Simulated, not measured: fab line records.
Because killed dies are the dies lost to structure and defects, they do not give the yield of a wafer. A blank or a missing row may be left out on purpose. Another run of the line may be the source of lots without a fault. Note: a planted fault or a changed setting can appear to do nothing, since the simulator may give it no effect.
The same fault as seen by 2 desks | flow berkeley_cmos170 | numbers are kept per desk, each desk with only its own; the story behind them comes last

== FOR THE TOOL OWNER'S DESK: implanter-04 ==
The tool's own readings at UCB170_NLDD_IMPLANT_09: means of the sampled wafers that have a number, for each lot that ran on this tool. If a lot's mean is further than 4 standard deviations from the usual mean, the lot is out of limits and carries the mark OUT (the distance appears in the brackets).
Columns: A = dose_ions_cm2 at UCB170_NLDD_IMPLANT_09, usual 4.999e+13; B = faraday_current_uA at UCB170_NLDD_IMPLANT_09, usual 159
lot  | first seen here | A                           | B
L755 | day 7 01:42     | 4.998e+13                   | 159
L756 | day 7 02:02     | 4.996e+13                   | 162
L760 | day 7 20:25     | 4.997e+13                   | 160
L765 | day 8 07:54     | 7.250e+13 (+99 or more) OUT | 236 (+25) OUT
L764 | day 8 08:42     | 7.253e+13 (+99 or more) OUT | 232 (+24) OUT
L766 | day 8 21:04     | 7.252e+13 (+99 or more) OUT | 232 (+24) OUT
L777 | day 11 15:55    | 5.005e+13                   | 162
Finding of this desk: L764, L765, L766 out of limits; the first was L765 at day 8 07:54, on dose_ions_cm2 at UCB170_NLDD_IMPLANT_09. L755, L756, L760, L777: within limits.

== AT THE METROLOGY DESK ==
Means of the sampled wafers that have a number, per lot and without regard to the tool the lot ran on: this is what the gauges read. If a lot's mean is further than 4 standard deviations from the usual mean, the lot is out of limits and carries the mark OUT (the distance appears in the brackets).
Columns: A = cd_nm at UCB170_NLDD_CD_MEAS_06, usual 1199.5 nm; B = NLDD_TW at UCB170_NLDD_TW_MEAS_11, usual 2205; C = NLDD_RS at UCB170_SDANNEAL_RS_MEAS_05, usual 616.2 ohm/sq; D = V1_POLISHED_THK at UCB170_V1_THK_MEAS_04, usual 1000.5 nm; E = cd_nm at UCB170_V2_CD_MEAS_12, usual 699.4 nm
lot  | first seen here | A      | B              | C               | D      | E
L755 | day 7 01:23     | 1197.8 | 2205           | 616.1           | 1002.3 | 701.4
L756 | day 7 01:44     | 1198.8 | 2201           | 616.3           | 1000.3 | 697.6
L760 | day 7 20:07     | 1201.2 | 2216           | 614.3           | 1000.4 | 698.5
L765 | day 8 07:35     | 1200.7 | 2322 (+12) OUT | 536.2 (-62) OUT | 1002.1 | 697.2
L764 | day 8 08:24     | 1199.7 | 2313 (+11) OUT | 535.8 (-62) OUT | 1000.2 | 697.9
L766 | day 8 20:46     | 1198.6 | 2305 (+10) OUT | 536.6 (-61) OUT | 1001.1 | 699.1
L771 | day 10 10:46    | 1202.6 | 2203           | 614.9           | 1000.0 | 701.6
L770 | day 10 11:09    | 1197.8 | 2207           | 616.0           | 1001.1 | 699.9
L769 | day 10 11:25    | 1198.0 | 2202           | 614.8           | 999.9  | 699.9
L772 | day 10 11:43    | 1201.0 | 2204           | 618.0           | 1000.6 | 699.4
L773 | day 10 12:01    | 1200.3 | 2214           | 615.2           | 1001.5 | 699.2
L774 | day 11 03:26    | 1198.5 | 2196           | 617.6           | 1001.3 | 700.8
L776 | day 11 04:22    | 1198.9 | 2218           | 618.1           | 1001.1 | 701.5
L778 | day 11 14:35    | 1200.0 | 2196           | 617.8           | 1001.2 | 700.0
L777 | day 11 15:37    | 1197.7 | 2212           | 615.4           | 1000.6 | 698.3
This desk reports L764, L765, L766 out of limits; the earliest was L765 at day 8 08:08 (NLDD_TW at UCB170_NLDD_TW_MEAS_11). L755, L756, L760, L771, L770, L769, L772, L773, L774, L776, L778, L777: within limits.

== TAKEN TOGETHER ==
An alarm could have come from the tool owner's desk at day 8 07:54, on L764, L765, L766.
On L764, L765, L766, the metrology desk was in a position to raise an alarm at day 8 08:08.
All the named lots went through UCB170_NLDD_IMPLANT_09 on implanter-04.

== WHAT THE SIMULATOR HAD PUT IN ==
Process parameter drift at UCB170_NLDD_IMPLANT_09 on implanter-04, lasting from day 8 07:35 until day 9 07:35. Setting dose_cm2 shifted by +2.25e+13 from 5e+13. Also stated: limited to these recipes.
Shown lots that were struck: L764, L765, L766.
Hours from the fault's start to each desk's first reading out of limits: the tool owner's desk, 0; the metrology desk, 1.
